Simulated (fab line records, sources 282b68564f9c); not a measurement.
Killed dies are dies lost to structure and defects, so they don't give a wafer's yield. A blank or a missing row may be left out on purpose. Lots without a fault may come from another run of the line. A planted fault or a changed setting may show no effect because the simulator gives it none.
fab line records | flow rit_cmos
record lots=6 wafers=18 last_day=6
route steps=202 shown NSD@139 PSD@142
lots that met no fault: from a run of the same line without faults
start_h: hours from the record's first day to the start of the lot's first wafer shown | wait_h: hours since the lot's step before | " the same as in the row above | L1.1+2: a row that stands for several wafers | - no value, or no start given | * or withheld: withheld | < > ~ a bound
route shown NAME@n: a module of which the file shows steps, and the number in the route of the first | usual: mean/standard deviation of fault-free wafers | same: alike in all rows | chamber/n: place in a boat | sites: the reading at each site | _std_site: their standard deviation | _edge_site: outer sites' mean less inner sites' | radius_mm: how far each site lies from the wafer's centre | mask NAME#n: copy n | behind: the tool/chamber that last shaped the wafer | hold: why the lot was held/for how many hours/how that ended | device: the transistor (n, p or np) that didn't switch | end of line: the same wafers' tests at the end of the route | a step without rows: its recipe alone | killed: dies lost to structure and defects at the first sort, not the wafer's yield | map: a wafer's dies, x killed, . not, _ none there
set.NAME: the setting as run; set.NAME@STEP: as run at that earlier step | model.NAME: the simulator's own value behind a step, which no gauge read
lots at some steps of the route; a table a step, a row a wafer
services: from which hour (start_h, from the record's first day; less than 0 if before it) a tool's chamber was out of use, for how many hours, and why
## steps
# step RIT_NSD_IMPLANT_08
# recipe species=P energy_kev=25 dose_cm2=1e+15 tilt_deg=7
# step RIT_NSD_STRIP_09
# recipe chemistry=O2 time_s=180 resist=NOVOLAK platen_temp_c=withheld power_w=500 pressure_mtorr=4000 o2_flow_sccm=4000
# usual chamber_pressure_mTorr=3999/3.6 drypump_motor_current_A=6.1/0.43 rf_refl_power_W=6.7/1.6
# columns lot.wafer tool chamber start_h wait_h chamber_pressure_mTorr drypump_motor_current_A rf_hours_counter_h rf_refl_power_W
L995.3 plasma_asher-01 0 69.46 0.1 4002 6.6 - 6.0
L995.5 " 1 " " 3996 6.4 - 5.4
L995.6 " 0 " " 4000 6.6 - 6.1
L100.1 plasma_asher-02 1 93.88 0.1 3998 5.5 30 9.4
L100.4 " 0 " " 3997 6.4 - 5.8
L100.5 " 1 " " 4000 5.5 - 9.6
L101.1 plasma_asher-01 1 98.40 0.1 3990 6.4 45 5.4
L101.2 " 0 " " 3997 6.6 45 5.8
L101.5 " 1 " " 4002 6.4 - 5.5
L103.4 plasma_asher-02 0 108.17 0.1 3998 6.4 - 5.7
L103.5 " 0 " " 4007 6.4 - 5.9
L103.6 " 1 " " 4000 5.5 - 9.8
L105.1 plasma_asher-03 0 118.51 0.1 3999 6.3 0 6.6
L105.5 " 0 " " 4009 6.3 - 6.3
L105.6 " 1 " " 3998 5.6 - 5.4
L110.2 plasma_asher-02 0 143.97 0.1 3997 6.4 34 5.7
L110.3 " 1 " " 4002 5.6 - 9.9
L110.4 " 0 " " 3995 6.4 - 5.5
# step RIT_NSD_TW_MEAS_10
# usual NSD_TW=3121/21
# columns lot.wafer tool chamber start_h wait_h NSD_TW
L995.3 film_metro-03 - 69.60 0.1 3122
L995.5 " - " " 3115
L995.6 " - " " 3117
L100.1 film_metro-02 - 94.05 0.1 3156
L100.4 " - " " 3129
L100.5 " - " " 3158
L101.1 film_metro-02 - 98.59 0.1 3127
L101.2 " - " " 3119
L101.5 " - " " 3127
L103.4 film_metro-03 - 108.31 0.1 3136
L103.5 " - " " 3115
L103.6 " - " " 3129
L105.1 film_metro-02 - 118.68 0.1 3137
L105.5 " - " " 3144
L105.6 " - " " 3140
L110.2 film_metro-02 - 144.15 0.1 3097
L110.3 " - " " 3112
L110.4 " - " " 3097
# step RIT_PSD_HMDS_00
# recipe prime_time_s=60 prime_temp_c=140
# step RIT_PSD_COAT_01
# recipe resist=NOVOLAK spin_rpm=3250 resist_thk_nm=1000
# step RIT_PSD_SOFTBAKE_02
# recipe resist=NOVOLAK temp_c=90 time_s=60
# step RIT_PSD_EXPOSE_03
# recipe mask_id=M10 na=0.57 target_cd_nm=40900 dose_mj=250
# step RIT_PSD_PEB_04
# recipe resist=NOVOLAK temp_c=withheld time_s=withheld
# step RIT_PSD_DEVELOP_05
# recipe resist=NOVOLAK develop_time_s=50 dev_temp_c=23
# step RIT_PSD_OVL_MEAS_06
# usual PSD_OVL=0.1/1.6
# columns lot.wafer tool chamber start_h wait_h PSD_OVL[nm]
L995.3 overlay-02 - 70.50 - 1.2
L995.5 " - " " -0.1
L995.6 " - " " 1.4
L100.1 overlay-01 - 95.09 - 1.0
L100.4 " - " " 1.5
L100.5 " - " " 0.5
L101.1 overlay-02 - 99.50 - 0.9
L101.2 " - " " 0.3
L101.5 " - " " 2.0
L103.4 overlay-02 - 109.34 - -0.2
L103.5 " - " " 0.2
L103.6 " - " " -1.4
L105.1 overlay-01 - 119.59 - -0.4
L105.5 " - " " -0.8
L105.6 " - " " 0.3
L110.2 overlay-01 - 145.06 - 1.2
L110.3 " - " " 1.6
L110.4 " - " " 1.1
# step RIT_PSD_HARDBAKE_07
# recipe resist=NOVOLAK temp_c=140 time_s=60
# step RIT_PSD_IMPLANT_08
# recipe species=BF2 energy_kev=26.48 dose_cm2=5e+15 tilt_deg=7
# step RIT_PSD_STRIP_09
# recipe chemistry=O2 time_s=180 resist=NOVOLAK platen_temp_c=withheld power_w=500 pressure_mtorr=4000 o2_flow_sccm=4000
# usual chamber_pressure_mTorr=4000/3.6 drypump_motor_current_A=5.9/0.47 rf_refl_power_W=7.0/1.7
# columns lot.wafer tool chamber start_h wait_h chamber_pressure_mTorr drypump_motor_current_A rf_hours_counter_h rf_refl_power_W model.NOVOLAK_of_PSD_COAT_01.thk_nm
L995.3 plasma_asher-02 1 70.88 0.1 3997 5.5 - 9.1 0
L995.5 " 0 " " 3992 6.4 - 5.7 0
L995.6 " 1 " " 4005 5.6 - 9.5 0
L100.1 plasma_asher-01 1 95.42 0.1 - - - - 879.2
L100.4 " 1 " " - - - - 880.4
L100.5 " 1 " " - - - - 877.7
L101.1 plasma_asher-02 1 99.84 0.1 - - - - 881.2
L101.2 " 0 " " - - - - 882.4
L101.5 " 1 " " - - - - 880.1
L103.4 plasma_asher-01 1 109.71 0.1 3998 6.4 - 5.2 0
L103.5 " 1 " " 3995 6.4 - 5.5 0
L103.6 " 0 " " 4004 6.6 - 6.0 0
L105.1 plasma_asher-04 0 119.93 0.1 3996 5.8 49 5.6 0
L105.5 " 0 " " 3993 5.8 - 5.5 0
L105.6 " 1 " " 3998 5.4 - 8.2 0
L110.2 plasma_asher-04 1 145.39 0.1 4003 5.4 51 9.2 0
L110.3 " 0 " " 4000 5.8 - 5.5 0
L110.4 " 1 " " 4006 5.4 - 9.3 0
# step RIT_PSD_TW_MEAS_10
# usual PSD_TW=3408/28
# columns lot.wafer tool chamber start_h wait_h PSD_TW
L995.3 film_metro-01 - 71.02 0.1 3380
L995.5 " - " " 3351
L995.6 " - " " 3345
L100.1 film_metro-03 - 95.60 0.1 3418
L100.4 " - " " 3394
L100.5 " - " " 3407
L101.1 film_metro-03 - 100.01 0.1 3411
L101.2 " - " " 3409
L101.5 " - " " 3403
L103.4 film_metro-03 - 109.86 0.1 3405
L103.5 " - " " 3410
L103.6 " - " " 3439
L105.1 film_metro-02 - 120.10 0.1 3410
L105.5 " - " " 3419
L105.6 " - " " 3436
L110.2 film_metro-03 - 145.57 0.1 3424
L110.3 " - " " 3437
L110.4 " - " " 3428
## services
# columns tool chamber start_h hours kind
plasma_asher-01 - 46.11 1.4 repair
plasma_asher-03 - 52.92 0.6 repair
plasma_asher-01 - 76.21 2.8 pm
plasma_asher-03 - 108.80 9.0 pm
plasma_asher-03 0 108.80 9.0 vent_cycle
plasma_asher-03 1 108.80 9.0 vent_cycle
plasma_asher-02 - 110.74 10.5 repair
plasma_asher-03 0 117.80 - clean
plasma_asher-03 1 117.80 - clean
plasma_asher-04 - 125.93 8.0 repair
## key
first_sign step=RIT_PSD_STRIP_09 reading=tool_record direction=missing
effect none on later readings
model_effect step=RIT_PSD_STRIP_09 value=NOVOLAK_of_PSD_COAT_01.thk_nm without=0 struck=880.2
met_at RIT_PSD_STRIP_09
struck_wafers L100.1,L100.4,L100.5,L101.1,L101.2,L101.5
later_rows_left_out L100.1,L100.4,L100.5,L101.1,L101.2,L101.5
sort_left_out L100.1,L100.4,L100.5,L101.1,L101.2,L101.5
tester_left_out L100,L101
onset_between 70.88 95.42
fault kind=skipped_step_whole tool=plasma_asher-01,plasma_asher-02 chamber=- onset_h=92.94 steps=RIT_PSD_STRIP_09 scope=struck_lots_only
# tester_left_out: of these lots the tester's yield and bins aren't shown, on N5 and GAA mostly nor the transistor test; their killed dies are dies lost to structure and defects alone, not to doping, threshold or leakage, so they don't give the yield
# sort_left_out: the simulated sort isn't trusted on such a fault, so these wafers' sort isn't shown, and their yield isn't known
# later_rows_left_out: the simulator's readings of these wafers behind a module that went badly wrong aren't trusted and aren't shown, but for the sort
